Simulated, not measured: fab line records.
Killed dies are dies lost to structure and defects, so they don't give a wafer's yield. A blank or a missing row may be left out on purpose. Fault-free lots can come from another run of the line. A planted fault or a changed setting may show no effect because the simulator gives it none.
Which tool is to blame?    flow berkeley cmos170    42 wafers from 14 lots sampled at 2 of the route's 331 steps

== WHAT THE GAUGES SHOWED, per wafer ==
UCB170_NWELL_TW_MEAS_16.
lot   measured     on             NWELL_TW
L127  day 2 12:55  film metro-01  1255 1257 1259
L128  day 2 12:56  film metro-04  1240 1242 1239
L129  day 2 20:31  film metro-02  1261 1259 1258
L130  day 2 20:45  film metro-04  1236 1239 1241
L132  day 3 15:01  film metro-04  1236 1236 1250
L133  day 3 18:31  film metro-01  1255 1254 1251
L135  day 4 05:18  film metro-04  1237 1238 1238
L138  day 4 21:37  film metro-04  1246 1240 1249
L141  day 5 09:58  film metro-02  1268 1260 1260
L143  day 5 17:17  film metro-04  1242 1245 1239
L145  day 6 02:28  film metro-04  1255 1247 1248
L147  day 6 13:14  film metro-01  1248 1246 1249
L148  day 7 00:20  film metro-04  1246 1237 1241
L149  day 7 00:37  film metro-01  1253 1259 1246

UCB170_SACOX_THK_MEAS_02.
lot   measured      on             SACOX_OXIDE_THK (nm)
L127  day 6 01:25   film metro-02  14.5 14.0 14.2
L128  day 5 15:24   film metro-02  13.7 13.9 13.9
L129  day 6 01:20   film metro-04  14.6 14.2 14.3
L130  day 6 01:20   film metro-02  14.5 14.4 14.3
L132  day 7 05:35   film metro-02  14.5 14.4 14.7
L133  day 7 05:35   film metro-04  14.8 14.7 14.6
L135  day 7 13:01   film metro-04  14.8 14.6 14.7
L138  day 8 21:36   film metro-03  14.1 14.1 13.8
L141  day 9 07:46   film metro-03  14.6 14.3 14.4
L143  day 9 17:40   film metro-02  14.0 14.3 14.4
L145  day 10 03:05  film metro-02  14.6 14.7 14.6
L147  day 10 03:04  film metro-03  14.5 14.4 14.5
L148  day 10 18:04  film metro-03  14.0 13.9 14.1
L149  day 10 18:04  film metro-04  14.5 14.5 14.6

== EACH LOT AND THE TOOL THAT RAN IT (in order: tool; ch and the chambers of the sampled wafers; start) ==
Record: no process step prior to these readings.

== AS READ BY THE TOOLS THEMSELVES (means over the sampled wafers that have a number; for cases with no such wafer, the mark the record gives instead) ==
The record holds no such reading with a usual standard deviation.

== THE ANSWER, worked out from the rows above alone ==
Rule: what is usual is taken from the lots themselves. Put in order of their means at a reading, lots are off if they are a third of the lots or fewer, leave a main group of 4 or more, and stand apart from it by a gap of 3 or more times the standard deviation of the main group's means; of several such gaps the widest counts. A main group is skipped when, at the precision printed for the reading in the tables above, its means are all equal. Also off: a lot with no number at a reading for which 4 or more lots have one. The other lots that the step has rows for count as sound. After the gauges, taken in route order, come the tools' own readings; for these a lot's mean is taken, as printed above. The first step at which some lot is off is used, and at that step the reading that is off furthest; a lot without a number counts as furthest.
Nothing can be told from this: no lot is off at any reading shown.

== WHAT HAD BEEN PUT IN BY THE SIMULATOR ==
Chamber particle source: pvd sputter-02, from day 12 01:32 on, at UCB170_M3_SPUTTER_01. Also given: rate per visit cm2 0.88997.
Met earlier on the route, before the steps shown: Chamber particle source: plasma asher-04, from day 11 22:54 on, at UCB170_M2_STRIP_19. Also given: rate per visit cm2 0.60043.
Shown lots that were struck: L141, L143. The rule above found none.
